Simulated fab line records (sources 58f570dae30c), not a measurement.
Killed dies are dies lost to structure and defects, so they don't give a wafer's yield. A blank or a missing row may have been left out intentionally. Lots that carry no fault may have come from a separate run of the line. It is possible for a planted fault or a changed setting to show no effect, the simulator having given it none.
A lot that was struck, set against a sound lot	flow berkeley-cmos170	13 out of 331 route steps
Sound: these wafers, L464.1, L464.5, L464.6. Struck: wafers L467.1, L467.3, L467.6. The cause is given at the end.
Each step with rows lists, per side, the tool, then ch with its chambers, then its first start. Under that, the readings that differ: sound wafers	struck wafers	difference of the means	sigmas: that difference in standard deviations of wafers without a fault.
alike: readings with means less than 2 such deviations apart, plus words and numbers identical on both sides. not compared: withheld readings, readings lacking a value on some wafer, bounds such as >300 that could conceal the same value, and numbers that have no deviation in the record and whose values overlap.
A row with sigmas, a row that says differs or no value, or rows on one side alone: a step with any of these is where the two part. When numbers do not overlap yet have no deviation, they are printed without sigmas and do not part them. A reading that every wafer of one side lacks parts them only if that side has two wafers or more.

first, 1 step without rows for these wafers: UCB170_PFIELD_IMPLANT_07.
UCB170_PFIELD_STRIP_08: strips in O2.
  sound on plasma-asher-04 ch 0,1, day 6 07:22; struck on plasma-asher-02 ch 0,1, day 7 02:35
reading	sound	struck	difference	sigmas
drypump-motor-current-A (A)	5.10 5.18 5.04	5.69 5.71 5.62	+0.57	+2
  alike: oes-product-au, strip-time-to-endpoint-s
  not compared: rf-hours-counter-h
UCB170_PFIELD_TW_MEAS_09:
  sound: film-metro-01 at day 6 07:28; struck: film-metro-03 at day 7 02:41
  alike: PFIELD_TW
then, 2 steps without rows for these wafers: UCB170_FIELD_CLEAN_00 (cleans in dHF, time 7.5 s); UCB170_FIELD_OXIDATION_01 (target thk 558.3 nm, ox time 7200 s).
UCB170_FIELD_THK_MEAS_02:
  sound: film-metro-01 at day 6 16:13; struck: film-metro-02 at day 7 07:38
  alike: FIELD_OXIDE_THK
then, 4 steps without rows for these wafers: UCB170_FIELD_ANNEAL_03 (time 1200 s); UCB170_FIELD_WET_ETCH_04 (etches SiO2 in dHF, time 60 s); UCB170_FIELD_WET_ETCH_05 (etches Si3N4 in H3PO4, time 12600 s); UCB170_FIELD_WET_ETCH_06 (etches SiO2 in BOE, time 22 s).
UCB170_FIELD_THK_MEAS_90:
  sound: film-metro-02 at day 6 23:51; struck: film-metro-01 at day 7 17:03
  alike: FIELD_OXIDE_LEFT_1_THK
then, 1 step without rows for these wafers: UCB170_SACOX_CLEAN_00 (cleans in dHF, time 7.5 s).
UCB170_SACOX_OXIDATION_01: target thk 14.4 nm, ox time 2366 s.
  sound on furnace-03 ch 0, day 7 02:28; struck on furnace-02, day 7 23:52
  no value came back on the struck wafers for ox-temp-c (C), ox-temp-c-max, spike-tc-centre-C (C); on the sound wafers ox-temp-c (C) reads 900.5 900.2 900.5

## WHERE THEY PART
First at UCB170_PFIELD_STRIP_08; last, within this record, at UCB170_SACOX_OXIDATION_01.

WHY: whatever the simulator had introduced
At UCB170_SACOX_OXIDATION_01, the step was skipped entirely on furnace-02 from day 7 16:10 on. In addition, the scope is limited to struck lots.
